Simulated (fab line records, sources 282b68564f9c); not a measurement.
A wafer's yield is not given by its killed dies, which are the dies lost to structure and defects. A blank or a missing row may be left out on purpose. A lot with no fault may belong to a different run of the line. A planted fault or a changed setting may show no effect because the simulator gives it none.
Struck lot and sound lot, side by side -- flow rit-cmos -- 30 out of 202 route steps
Sound: these wafers, L628.2, L628.4, L628.6. The struck wafers were L631.2, L631.5, L631.6. The cause is given at the end.
At each step with rows: each side's tool, then ch and its chambers, then its first start. Under that, the readings that differ: sound wafers -- struck wafers -- difference of the means -- sigmas: that difference in standard deviations of wafers without a fault.
alike: a reading whose means differ by less than 2 such deviations, as well as words and numbers matching on both sides. not compared: withheld readings; readings where some wafer has no value; bounds like >300 that might hide an equal value; numbers whose values overlap and for which the record gives no deviation.
Wherever a step has rows on one side only, a row that says differs or no value, or a row with sigmas, the two part there. Numbers that have no deviation but don't overlap get no sigmas and don't part them. A reading that every wafer of one side lacks parts them only if that side has two wafers or more.

first, 6 steps without rows for these wafers: RIT_SDANNEAL_RTA_03 (time 5 s); RIT_SILICIDE_WET_ETCH_00 (etches SiO2 in BOE, target depth 14 nm, time 15 s); RIT_SILICIDE_SPUTTER_01 (material Ti, target thk 30 nm, time 240 s); RIT_SILICIDE_RTA_04 (time 10 s, ramp up 5 s, ramp down 5 s); RIT_SILICIDE_WET_ETCH_05 (etches Ti in SPM, time 120 s); RIT_SILICIDE_RTA_06 (time 10 s, ramp up 5 s, ramp down 10 s).
RIT_CONTACT_CVD_00: deposits SiO2 from TEOS, target thk 400 nm, time 61 s.
  sound on pecvd-02 ch 1,2, day 5 03:23; struck on pecvd-02 ch 1,2, day 6 02:44
reading,sound,struck,difference,sigmas
model.SiO2_of_CONTACT_CVD_00.thk-nm (nm),402 404.3 411.1,250.9 254.9 261.7,-150.0,
  alike: heater-power-w
RIT_CONTACT_THK_MEAS_01:
  sound: film-metro-01 at day 5 03:29; struck: film-metro-03 at day 6 02:49
reading,sound,struck,difference,sigmas
CONTACT_TEOS_THK (nm),402 405 411,251 255 261,-150,-30
then, 7 steps without rows for these wafers: RIT_CONTACT_HMDS_02 (prime time 60 s); RIT_CONTACT_COAT_03 (resist thk 1000 nm); RIT_CONTACT_SOFTBAKE_04 (time 60 s); RIT_CONTACT_EXPOSE_05 (exposes mask M11, target cd 1000 nm); RIT_CONTACT_PEB_06; RIT_CONTACT_DEVELOP_07 (develop time 120 s); RIT_CONTACT_HARDBAKE_10 (time 60 s).
RIT_CONTACT_ETCH_11: etches SiO2 in CHF3/CF4/Ar, stops on TiSi2, target depth 480 nm, time 320 s.
  sound on rie-diel-04 ch 1,2, day 5 04:55; struck on rie-diel-01 ch 0,2,3, day 6 04:16
reading,sound,struck,difference,sigmas
model.etch.depth-nm (nm),402 404.3 411.1,250.9 254.9 261.7,-150.0,
model.CONTACT.feature-depth-nm (nm),402 404.3 411.1,250.9 254.9 261.7,-150.0,
  alike: drypump-motor-current-A, oes-product-au, throttle-valve-pct
  not compared: rf-hours-counter-h
then, 11 steps without rows for these wafers: RIT_CONTACT_STRIP_12 (strips in O2, time 175.2 s); RIT_CONTACT_CLEAN_13 (cleans in SC1, time 600 s); RIT_CONTACT_CLEAN_14 (cleans in SC2, time 600 s); RIT_M1_SPUTTER_00 (material Al, target thk 400 nm, time 500 s); RIT_M1_HMDS_03 (prime time 60 s); RIT_M1_COAT_04 (resist thk 1300 nm); RIT_M1_SOFTBAKE_05 (time 60 s); RIT_M1_EXPOSE_06 (exposes mask M12, target cd 2600 nm); RIT_M1_PEB_07; RIT_M1_DEVELOP_08 (develop time 68 s); RIT_M1_HARDBAKE_11 (time 120 s).
RIT_M1_METAL_ETCH_12: etches Al in Cl2/BCl3, stops on SiO2, time 165 s, target depth 600 nm.
  sound on rie-metal-03 ch 0,1, day 5 07:40; struck on rie-metal-03 ch 0,1, day 6 07:05
reading,sound,struck,difference,sigmas
model.SiO2_of_CONTACT_CVD_00.thk-nm (nm),366.1 368.3 375.1,214.9 219.3 225.2,-150.0,
  alike: drypump-motor-current-A, oes-product-au, throttle-valve-pct
  not compared: rf-hours-counter-h
then, 1 step without rows for these wafers: RIT_M1_STRIP_13 (strips in nmp, time 600 s).
RIT_M1_PROBE_99:
  sound: prober-01 at day 5 11:13; struck: prober-02 at day 6 09:31
reading,sound,struck,difference,sigmas
model.etest.field-p-metal.vt-v (V),-29.16 -29.41 -29.93,-21.33 -21.49 -22.05,+7.88,
model.etest.nmos_0p15.junction-log10-a-um,-13.55 -13.42 -13.35,-12.12 -11.89 -12.36,+1.32,
model.etest.nmos-narrow.off-log10-a-um,-13.23 -13.12 -13.42,-12.08 -11.87 -12.32,+1.17,
model.etest.gate-end-array.leak-log10-a-um,-12.88 -12.79 -13.02,-12.03 -11.7 -12.07,+0.96,
model.etest.nmos_0p3.off-log10-a-um,-13.11 -12.94 -13.09,-12.05 -11.86 -12.26,+0.99,
model.etest.contact-diode-array.leak-log10-a (angstrom),-9.685 -9.359 -9.338,-8.71 -8.559 -9.027,+0.70,
model.etest.pmos_0p15.junction-log10-a-um,-13.75 -13.79 -13.79,-13.05 -12.85 -13.23,+0.73,
model.etest.antenna-contact.gate-log10-a-cm2,-6.134 -5.932 -6.12,-4.663 -4.71 -4.835,+1.326,
  alike: killed-at-contacts, killed-at-front-end, killed-dies, killed-open, killed-short

WHERE THEY PART
Within this record, at RIT_CONTACT_THK_MEAS_01 only. Later steps at which nothing parts them and some readings are alike: RIT_CONTACT_ETCH_11, RIT_M1_METAL_ETCH_12, RIT_M1_PROBE_99.

WHY: the cause the simulator had injected
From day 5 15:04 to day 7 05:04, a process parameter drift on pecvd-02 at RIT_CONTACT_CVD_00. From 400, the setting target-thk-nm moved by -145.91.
